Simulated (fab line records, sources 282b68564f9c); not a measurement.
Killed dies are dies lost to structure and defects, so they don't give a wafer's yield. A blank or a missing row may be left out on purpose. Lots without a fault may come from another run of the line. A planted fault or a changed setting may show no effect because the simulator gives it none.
fab line records | flow rit_cmos
record lots=14 wafers=42 last_day=7
route steps=202 shown PWELL@47 PRETRO@70 GATE@83 NLDD@109 M1@202
lots that met no fault: from a run of the same line without faults
start_h: hours from the record's first day to the start of the lot's first wafer shown | wait_h: hours since the lot's step before | " the same as in the row above | L1.1+2: a row that stands for several wafers | - no value, or no start given | * or withheld: withheld | < > ~ a bound
route shown NAME@n: a module of which the file shows steps, and the number in the route of the first | usual: mean/standard deviation of fault-free wafers | same: alike in all rows | chamber/n: place in a boat | sites: the reading at each site | _std_site: their standard deviation | _edge_site: outer sites' mean less inner sites' | radius_mm: how far each site lies from the wafer's centre | mask NAME#n: copy n | behind: the tool/chamber that last shaped the wafer | hold: why the lot was held/for how many hours/how that ended | device: the transistor (n, p or np) that didn't switch | end of line: the same wafers' tests at the end of the route | a step without rows: its recipe alone | killed: dies lost to structure and defects at the first sort, not the wafer's yield | map: a wafer's dies, x killed, . not, _ none there
set.NAME: the setting as run; set.NAME@STEP: as run at that earlier step | model.NAME: the simulator's own value behind a step, which no gauge read
steps of the route over a sample of lots; a table a step, a row a wafer
services: from which hour (start_h, from the record's first day; less than 0 if before it) a tool's chamber was out of use, for how many hours, and why
## steps
# step RIT_PWELL_IMPLANT_08
# recipe species=B energy_kev=170 dose_cm2=7e+13 tilt_deg=7
# usual dose_ions_cm2=7e+13/7.4e+10 end_station_pressure_torr=5.22e-06/2.7e-07 faraday_current_uA=222/4.2
# columns lot.wafer tool chamber start_h wait_h dose_ions_cm2 end_station_pressure_torr faraday_current_uA
L551.1 implanter-04 0 23.16 0.2 7.001e+13 5.29e-06 221
L551.4 " 0 " " 6.987e+13 5.28e-06 223
L551.5 " 0 " " 6.996e+13 5.34e-06 216
L552.2 implanter-02 0 30.29 0.2 7.011e+13 4.5e-06 225
L552.4 " 0 " " 7.006e+13 5.13e-06 220
L552.6 " 0 " " 7.003e+13 4.96e-06 224
L553.2 implanter-04 0 34.31 0.2 6.988e+13 5.23e-06 220
L553.3 " 0 " " 7.009e+13 5.21e-06 222
L553.5 " 0 " " 7.004e+13 5.33e-06 222
L555.2 implanter-04 0 48.85 0.2 6.995e+13 4.6e-06 223
L555.4 " 0 " " 6.99e+13 5.13e-06 225
L555.6 " 0 " " 6.988e+13 5e-06 219
L556.1 implanter-03 0 52.19 0.2 7.005e+13 5.28e-06 218
L556.2 " 0 " " 7.001e+13 5.35e-06 217
L556.3 " 0 " " 6.998e+13 5.04e-06 228
L557.2 implanter-04 0 56.95 0.2 7.006e+13 4.64e-06 215
L557.4 " 0 " " 7.017e+13 4.96e-06 215
L557.5 " 0 " " 7.007e+13 5.43e-06 218
L558.2 implanter-03 0 60.59 0.2 6.994e+13 5.02e-06 222
L558.4 " 0 " " 6.987e+13 5.4e-06 222
L558.6 " 0 " " 6.998e+13 5.29e-06 227
L559.1 implanter-02 0 64.93 0.2 7.003e+13 5.3e-06 218
L559.3 " 0 " " 6.994e+13 5.62e-06 227
L559.5 " 0 " " 6.997e+13 5.07e-06 213
L560.2 implanter-04 0 70.33 0.2 6.993e+13 5.45e-06 220
L560.4 " 0 " " 7e+13 4.98e-06 221
L560.5 " 0 " " 6.996e+13 4.97e-06 227
L566.1 implanter-03 0 101.43 0.2 7.02e+13 5.39e-06 224
L566.5 " 0 " " 6.998e+13 5.17e-06 225
L566.6 " 0 " " 7e+13 4.94e-06 222
L569.1 implanter-04 0 114.95 0.2 6.893e+13 5.2e-06 217
L569.2 " 0 " " 6.889e+13 4.79e-06 222
L569.3 " 0 " " 6.893e+13 5.12e-06 216
L571.1 implanter-04 0 123.78 0.2 6.883e+13 5.29e-06 221
L571.2 " 0 " " 6.903e+13 5.6e-06 216
L571.5 " 0 " " 6.882e+13 5.24e-06 216
L572.1 implanter-03 0 129.33 0.2 6.994e+13 5.81e-06 223
L572.3 " 0 " " 6.996e+13 5.14e-06 214
L572.4 " 0 " " 6.999e+13 5.47e-06 215
L574.2 implanter-03 0 140.32 0.2 7.007e+13 5.62e-06 222
L574.5 " 0 " " 6.992e+13 5.17e-06 225
L574.6 " 0 " " 7.008e+13 5.04e-06 230
# step RIT_WELLDRIVE_RS_MEAS_02
# recipe thk_meas_gauge=four-point-probe
# usual PWELL_RS=429.9/1.1
# columns lot.wafer tool chamber start_h wait_h hold PWELL_RS[ohm/sq]
L551.1 film_metro-01 - 29.38 0.1 - 430.4
L551.4 " - " " - 429.1
L551.5 " - " " - 429.8
L552.2 film_metro-03 - 35.88 0.1 - 431.2
L552.4 " - " " - 430.8
L552.6 " - " " - 431.6
L553.2 film_metro-01 - 41.19 0.1 - 430.2
L553.3 " - " " - 429.5
L553.5 " - " " - 430.9
L555.2 film_metro-02 - 54.43 0.1 - 428.9
L555.4 " - " " - 428.8
L555.6 " - " " - 427.8
L556.1 film_metro-01 - 60.25 0.1 - 428.7
L556.2 " - " " - 429.3
L556.3 " - " " - 429.4
L557.2 film_metro-01 - 63.63 0.1 - 431.2
L557.4 " - " " - 433.2
L557.5 " - " " - 432.3
L558.2 film_metro-03 - 67.53 0.1 - 431.1
L558.4 " - " " - 429.0
L558.6 " - " " - 430.2
L559.1 film_metro-01 - 72.55 0.1 - 430.5
L559.3 " - " " - 429.2
L559.5 " - " " - 431.5
L560.2 film_metro-02 - 77.28 0.1 - 428.4
L560.4 " - " " - 429.4
L560.5 " - " " - 429.2
L566.1 film_metro-01 - 107.80 0.1 - 429.7
L566.5 " - " " - 429.9
L566.6 " - " " - 429.9
L569.1 film_metro-03 - 121.20 0.1 await_dispo/0.2h/release 434.8
L569.2 " - " " await_dispo/0.2h/release 435.5
L569.3 " - " " await_dispo/0.2h/release 435.0
L569.1 film_metro-03 - 121.49 0.3 - 435.4
L569.2 " - " " - 435.7
L569.3 " - " " - 436.0
L571.1 film_metro-03 - 129.37 0.1 await_dispo/0.2h/release 435.4
L571.2 " - " " await_dispo/0.2h/release 433.9
L571.5 " - " " await_dispo/0.2h/release 433.9
L571.1 film_metro-03 - 129.78 0.4 - 434.1
L571.2 " - " " - 433.7
L571.5 " - " " - 435.6
L572.1 film_metro-03 - 135.77 0.1 - 428.5
L572.3 " - " " - 428.9
L572.4 " - " " - 428.8
L574.2 film_metro-03 - 146.20 0.1 - 431.2
L574.5 " - " " - 431.9
L574.6 " - " " - 431.6
# step RIT_PRETRO_OVL_MEAS_06
# usual PRETRO_OVL=-1.8/1.2
# columns lot.wafer tool chamber start_h wait_h PRETRO_OVL[nm]
L551.1 overlay-02 - 32.18 - -2.0
L551.4 " - " " -0.8
L551.5 " - " " -3.1
L552.2 overlay-01 - 38.72 - -3.0
L552.4 " - " " -3.5
L552.6 " - " " -1.7
L553.2 overlay-01 - 43.98 - -2.8
L553.3 " - " " -3.0
L553.5 " - " " -1.0
L555.2 overlay-01 - 57.09 - -0.3
L555.4 " - " " -4.3
L555.6 " - " " -0.7
L556.1 overlay-01 - 62.88 - -2.4
L556.2 " - " " -2.8
L556.3 " - " " -2.6
L557.2 overlay-02 - 66.57 - -1.6
L557.4 " - " " -2.8
L557.5 " - " " -2.0
L558.2 overlay-01 - 70.14 - -0.9
L558.4 " - " " -0.8
L558.6 " - " " -0.5
L559.1 overlay-02 - 75.50 - -0.8
L559.3 " - " " -2.2
L559.5 " - " " -0.1
L560.2 overlay-01 - 80.10 - -1.1
L560.4 " - " " -0.8
L560.5 " - " " 0.0
L566.1 overlay-01 - 110.37 - -3.5
L566.5 " - " " -2.7
L566.6 " - " " -0.9
L569.1 overlay-01 - 128.11 - -1.7
L569.2 " - " " -1.8
L569.3 " - " " -1.9
L571.1 overlay-02 - 134.40 - -0.7
L571.2 " - " " -1.5
L571.5 " - " " -2.6
L572.1 overlay-02 - 138.72 - 0.9
L572.3 " - " " -0.9
L572.4 " - " " -0.6
L574.2 overlay-02 - 148.74 - -0.9
L574.5 " - " " -2.9
L574.6 " - " " -1.1
# step RIT_GATE_THK_MEAS_07
# recipe reads=SiO2_of_GATE_OXIDATION_05
# usual GATE_OXIDE_THK=3.01/0.063
# columns lot.wafer tool chamber start_h wait_h GATE_OXIDE_THK[nm]
L551.1 film_metro-04 - 35.97 0.0 2.97
L551.4 " - " " 3.01
L551.5 " - " " 3.08
L552.2 film_metro-01 - 45.18 0.0 2.96
L552.4 " - " " 2.98
L552.6 " - " " 3.08
L553.2 film_metro-01 - 47.72 0.0 3.00
L553.3 " - " " 2.97
L553.5 " - " " 2.99
L555.2 film_metro-02 - 60.39 0.0 2.96
L555.4 " - " " 3.03
L555.6 " - " " 2.96
L556.1 film_metro-01 - 66.67 0.0 2.93
L556.2 " - " " 2.94
L556.3 " - " " 3.02
L557.2 film_metro-01 - 69.93 0.0 2.95
L557.4 " - " " 2.99
L557.5 " - " " 3.03
L558.2 film_metro-04 - 73.77 0.0 2.98
L558.4 " - " " 3.00
L558.6 " - " " 3.02
L559.1 film_metro-02 - 80.88 0.0 3.05
L559.3 " - " " 2.96
L559.5 " - " " 2.95
L560.2 film_metro-04 - 83.07 0.0 2.99
L560.4 " - " " 2.98
L560.5 " - " " 2.94
L566.1 film_metro-01 - 113.01 0.0 2.92
L566.5 " - " " 2.99
L566.6 " - " " 2.95
L569.1 film_metro-01 - 132.23 0.0 3.09
L569.2 " - " " 3.04
L569.3 " - " " 2.99
L571.1 film_metro-01 - 137.88 0.0 3.18
L571.2 " - " " 3.15
L571.5 " - " " 3.09
L572.1 film_metro-01 - 142.92 0.0 3.11
L572.3 " - " " 3.02
L572.4 " - " " 2.96
L574.2 film_metro-04 - 151.22 0.0 2.99
L574.5 " - " " 2.96
L574.6 " - " " 3.00
# step RIT_NLDD_OVL_MEAS_06
# usual NLDD_OVL=0.1/1.4
# columns lot.wafer tool chamber start_h wait_h NLDD_OVL[nm]
L551.1 overlay-01 - 44.51 - 0.1
L551.4 " - " " -0.1
L551.5 " - " " 2.4
L552.2 overlay-02 - 52.56 - 0.8
L552.4 " - " " -0.1
L552.6 " - " " 0.4
L553.2 overlay-01 - 57.88 - 0.3
L553.3 " - " " 2.1
L553.5 " - " " 1.2
L555.2 overlay-01 - 68.31 - -1.4
L555.4 " - " " -2.5
L555.6 " - " " -2.1
L556.1 overlay-02 - 73.80 - 0.0
L556.2 " - " " -1.3
L556.3 " - " " 0.4
L557.2 overlay-01 - 77.23 - -2.7
L557.4 " - " " 0.5
L557.5 " - " " -2.9
L558.2 overlay-01 - 82.31 - 2.9
L558.4 " - " " -0.7
L558.6 " - " " 0.6
L559.1 overlay-02 - 90.53 - 1.2
L559.3 " - " " 0.3
L559.5 " - " " 1.1
L560.2 overlay-01 - 90.65 - -1.4
L560.4 " - " " -0.3
L560.5 " - " " -2.2
L566.1 overlay-02 - 121.10 - 1.1
L566.5 " - " " -0.2
L566.6 " - " " 0.0
L569.1 overlay-02 - 142.13 - -1.2
L569.2 " - " " 0.1
L569.3 " - " " -2.4
L571.1 overlay-02 - 146.80 - 1.4
L571.2 " - " " 0.1
L571.5 " - " " 1.4
L572.1 overlay-02 - 151.54 - 0.6
L572.3 " - " " -0.7
L572.4 " - " " -0.3
L574.2 overlay-01 - 159.01 - -1.0
L574.5 " - " " 0.2
L574.6 " - " " -1.1
# step RIT_M1_PROBE_99
# usual killed_at_contacts=0.1/0.3 killed_at_front_end=6.7/2.6 killed_dies=6.8/2.6 killed_open=3.3/1.7 killed_short=3.4/2
# same gross_dies=264 killed_at_M0_to_M3=0 killed_at_M4_up=0 killed_at_back_side=0 killed_at_other=0
# columns lot.wafer tool chamber start_h wait_h killed_at_contacts killed_at_front_end killed_dies killed_open killed_short
L551.1 prober-01 - 59.90 0.1 0 11 11 5 6
L551.4 prober-01 - 60.05 0.2 1 5 6 2 2
L551.5 prober-01 - 60.10 0.2 1 8 9 5 3
L557.2 prober-01 - 92.74 0.1 0 4 4 2 2
L557.4 prober-01 - 92.84 0.2 0 7 7 5 2
L557.5 prober-01 - 92.89 0.2 0 7 7 5 2
L558.2 prober-02 - 97.96 0.1 0 6 6 2 4
L558.4 prober-02 - 98.06 0.2 0 3 3 2 1
L558.6 prober-02 - 98.16 0.2 0 8 8 3 5
L572.1 prober-02 - 167.03 0.1 0 7 7 4 3
L572.3 prober-02 - 167.13 0.2 0 9 9 5 4
L572.4 prober-02 - 167.18 0.2 0 11 11 6 5
L569.1 prober-01 - 167.72 0.1 1 6 7 1 6
L569.2 prober-01 - 167.77 0.1 0 11 11 5 6
L569.3 prober-01 - 167.82 0.2 1 7 8 2 6
L571.1 prober-01 - 171.99 0.1 0 4 4 2 2
L571.2 prober-01 - 172.04 0.1 0 6 6 3 3
L571.5 prober-01 - 172.19 0.2 0 8 8 4 4
# killed by level:class
L551.1 SPACER:geometric_particle:short=3 FOX1:geometric_particle:open=2 GATE:geometric_particle:short=2 FOX2:geometric_particle:open=1 GATE:geometric_particle:open=1 REOX:geometric_particle:open=1 SILICIDE:geometric_particle:short=1
L551.4 GATE:geometric_particle:open=2 FOX1:geometric_particle:short=1 SPACER:geometric_particle:short=1 NWELL:coat_microbubble_printed=1 CONTACT:coat_microbubble_printed=1
L551.5 REOX:geometric_particle:open=2 FOX1:geometric_particle:short=1 FOX1:geometric_particle:open=1 GATE:geometric_particle:open=1 GATE:geometric_particle:short=1 SPACER:geometric_particle:open=1 SPACER:geometric_particle:short=1 CONTACT:coat_microbubble_printed=1
L557.2 GATE:geometric_particle:short=2 FOX1:geometric_particle:open=1 GATE:geometric_particle:open=1
L557.4 FOX1:geometric_particle:short=2 FOX2:geometric_particle:open=2 GATE:geometric_particle:open=2 FOX1:geometric_particle:open=1
L557.5 GATE:geometric_particle:open=2 FOX1:geometric_particle:open=1 FOX1:geometric_particle:short=1 FOX2:geometric_particle:open=1 FOX2:geometric_particle:short=1 SILICIDE:geometric_particle:open=1
L558.2 ACTIVE:geometric_particle:short=1 FOX1:geometric_particle:short=1 GATE:geometric_particle:short=1 GATE:geometric_particle:open=1 SILICIDE:geometric_particle:open=1 SILICIDE:geometric_particle:short=1
L558.4 GATE:geometric_particle:open=2 GATE:geometric_particle:short=1
L558.6 SPACER:geometric_particle:short=3 GATE:geometric_particle:open=2 FOX2:geometric_particle:open=1 GATE:geometric_particle:short=1 SILICIDE:geometric_particle:short=1
L572.1 GATE:geometric_particle:short=2 FOX1:geometric_particle:open=1 GATE:geometric_particle:open=1 REOX:geometric_particle:open=1 SPACER:geometric_particle:open=1 SPACER:geometric_particle:short=1
L572.3 FOX1:geometric_particle:open=2 FOX1:geometric_particle:short=1 GATE:geometric_particle:open=1 GATE:geometric_particle:short=1 REOX:geometric_particle:short=1 REOX:geometric_particle:open=1 SPACER:geometric_particle:short=1 SILICIDE:geometric_particle:open=1
L572.4 REOX:geometric_particle:short=2 GATE:geometric_particle:short=2 REOX:geometric_particle:open=2 SILICIDE:geometric_particle:open=2 GATE:geometric_particle:open=1 SPACER:geometric_particle:open=1 SILICIDE:geometric_particle:short=1
L569.1 GATE:geometric_particle:short=3 FOX1:geometric_particle:short=1 FOX2:geometric_particle:short=1 SPACER:geometric_particle:open=1 CONTACT:geometric_particle:short=1
L569.2 GATE:geometric_particle:short=5 FOX1:geometric_particle:open=3 FOX2:geometric_particle:open=1 FOX2:geometric_particle:short=1 GATE:geometric_particle:open=1
L569.3 SILICIDE:geometric_particle:short=2 GATE:geometric_particle:short=1 GATE:geometric_particle:open=1 REOX:geometric_particle:short=1 SPACER:geometric_particle:short=1 SPACER:geometric_particle:open=1 CONTACT:geometric_particle:short=1
L571.1 GATE:geometric_particle:open=2 GATE:geometric_particle:short=2
L571.2 SPACER:geometric_particle:short=2 FOX1:geometric_particle:short=1 REOX:geometric_particle:open=1 SPACER:geometric_particle:open=1 SILICIDE:geometric_particle:open=1
L571.5 GATE:geometric_particle:open=3 FOX1:geometric_particle:short=2 GATE:geometric_particle:short=1 SPACER:geometric_particle:short=1 SPACER:geometric_particle:open=1
## services
# columns tool chamber start_h hours kind
implanter-04 - 4.10 1.4 repair
implanter-02 - 5.45 3.8 pm
implanter-02 - 10.14 0.7 repair
implanter-03 - 46.71 5.2 repair
implanter-02 - 66.62 12.5 repair
implanter-04 - 90.52 2.5 repair
implanter-04 - 102.93 3.4 repair
implanter-02 - 123.74 29.2 repair
## key
first_sign step=RIT_PWELL_IMPLANT_08 reading=dose_ions_cm2 direction=down sigmas=15 usual=7e+13 struck=6.89e+13
effect step=RIT_WELLDRIVE_RS_MEAS_02 reading=visit direction=added
met_at RIT_PWELL_IMPLANT_08
struck_lots L569,L571
tester_left_out L569,L571
loop_trim step=RIT_M1_EXPOSE_06 setting=dose lots=L569,L571
not_acting_at RIT_PRETRO_OVL_MEAS_06,RIT_GATE_THK_MEAS_07,RIT_NLDD_OVL_MEAS_06
onset_between 70.33 114.95
fault kind=process_parameter_drift tool=implanter-04 chamber=- onset_h=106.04 steps=RIT_PWELL_IMPLANT_08 channel=dose_cm2 offset=-1.1014e+12 shape=step end_h=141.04 acts_in=these_recipes_only stated=7e+13
# tester_left_out: of these lots the tester's yield and bins aren't shown, on N5 and GAA mostly nor the transistor test; their killed dies are dies lost to structure and defects alone, not to doping, threshold or leakage, so they don't give the yield
# loop_trim: a control loop set the setting to another value than it would have without faults
